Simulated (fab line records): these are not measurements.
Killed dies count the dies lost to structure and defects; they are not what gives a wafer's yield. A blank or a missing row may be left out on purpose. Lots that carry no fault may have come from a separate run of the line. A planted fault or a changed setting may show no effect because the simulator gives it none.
Struck lot and sound lot, side by side :: flow ritCmos :: 16 out of 202 route steps
Sound: the wafers L512.4, L512.5, L512.6. Struck: wafers L527.2, L527.3, L527.4. The cause is given at the end.
At each step with rows: each side's tool, then ch and its chambers, then its first start. Under that, the readings that differ: sound wafers :: struck wafers :: difference of the means :: sigmas: that difference in standard deviations of wafers without a fault.
alike: readings whose means differ by less than 2 such deviations, and words and numbers that are the same on both sides. not compared: withheld readings, readings that some wafer has no value for, bounds like >300 that may hide the same value, and numbers for which the record gives no deviation and whose values overlap.
A row with sigmas, a row that says differs or no value, or rows on one side alone: a step with any of these is where the two part. Numbers that have no deviation but don't overlap get no sigmas and don't part them. A reading that every wafer of one side lacks parts them only if that side has two wafers or more.

RIT_CONTACT_STRIP_12: strips in O2, time 180 s.
  sound on plasmaAsher-03 ch 0,1, day 5 01:01; struck on plasmaAsher-03 ch 0,1, day 8 03:46
  alike: drypumpMotorCurrentA
  not compared: rfHoursCounterH
RIT_CONTACT_CD_MEAS_90: the cd target is 1000 nm.
  sound on cdSem-01 at day 5 01:12; struck on cdSem-01 at day 8 03:58
  alike: cdNm
then, 2 steps without rows for these wafers: RIT_CONTACT_CLEAN_13 (cleans in SC1, time 600 s); RIT_CONTACT_CLEAN_14 (cleans in SC2, time 600 s).
RIT_M1_SPUTTER_00: material Al, target thk 400 nm, time 500 s.
  sound on pvdSputter-01 at day 5 01:37; struck on pvdSputter-03 at day 8 04:25
  alike: throttleValvePct
RIT_M1_RS_MEAS_01: the measuring method here is four-point-probe.
  sound on filmMetro-03 at day 5 01:58; struck on filmMetro-02 at day 8 04:44
  alike: M1_AL_RS
RIT_M1_THK_MEAS_02: measures by xrf.
  sound on filmMetro-03 at day 5 02:03; struck on filmMetro-02 at day 8 04:50
  alike: M1_AL_THK
then, 5 steps without rows for these wafers: RIT_M1_HMDS_03 (prime time 60 s); RIT_M1_COAT_04 (resist thk 1300 nm); RIT_M1_SOFTBAKE_05 (time 60 s); RIT_M1_EXPOSE_06 (exposes mask M12, target cd 2600 nm); RIT_M1_PEB_07.
RIT_M1_DEVELOP_08: develop time 68 s.
  sound on lithoTrack-02 ch 0, day 5 02:00; struck on lithoTrack-02 ch 0, day 8 05:00
RIT_M1_CD_MEAS_09: the cd target is 2600 nm.
  sound on cdSem-02 at day 5 03:01; struck on cdSem-02 at day 8 05:55
reading: cdNm (nm)
sound: 2598.7 2599.3 2600.5
struck: 2584.2 2585.6 2584.1
difference: -14.9
sigmas: -7
RIT_M1_OVL_MEAS_10:
  sound on overlay-02 at day 5 03:06; struck on overlay-02 at day 8 06:01
  alike: M1_OVL
RIT_M1_PROBE_99:
  sound on prober-01 at day 5 05:50; struck on prober-02 at day 8 08:36
  alike: defectLimitedYield, killedAtContacts, killedAtFrontEnd, killedDies, killedOpen, killedShort, sort_bin_3_pad_short, sort_bin_5_function, sort_bin_6_memory, sortNPass, sortYieldPct

== WHERE THEY PART ==
RIT_M1_CD_MEAS_09 only, going by this record. Later steps at which nothing parts them and some readings are alike: RIT_M1_OVL_MEAS_10, RIT_M1_PROBE_99.

WHY: what the simulator had put in
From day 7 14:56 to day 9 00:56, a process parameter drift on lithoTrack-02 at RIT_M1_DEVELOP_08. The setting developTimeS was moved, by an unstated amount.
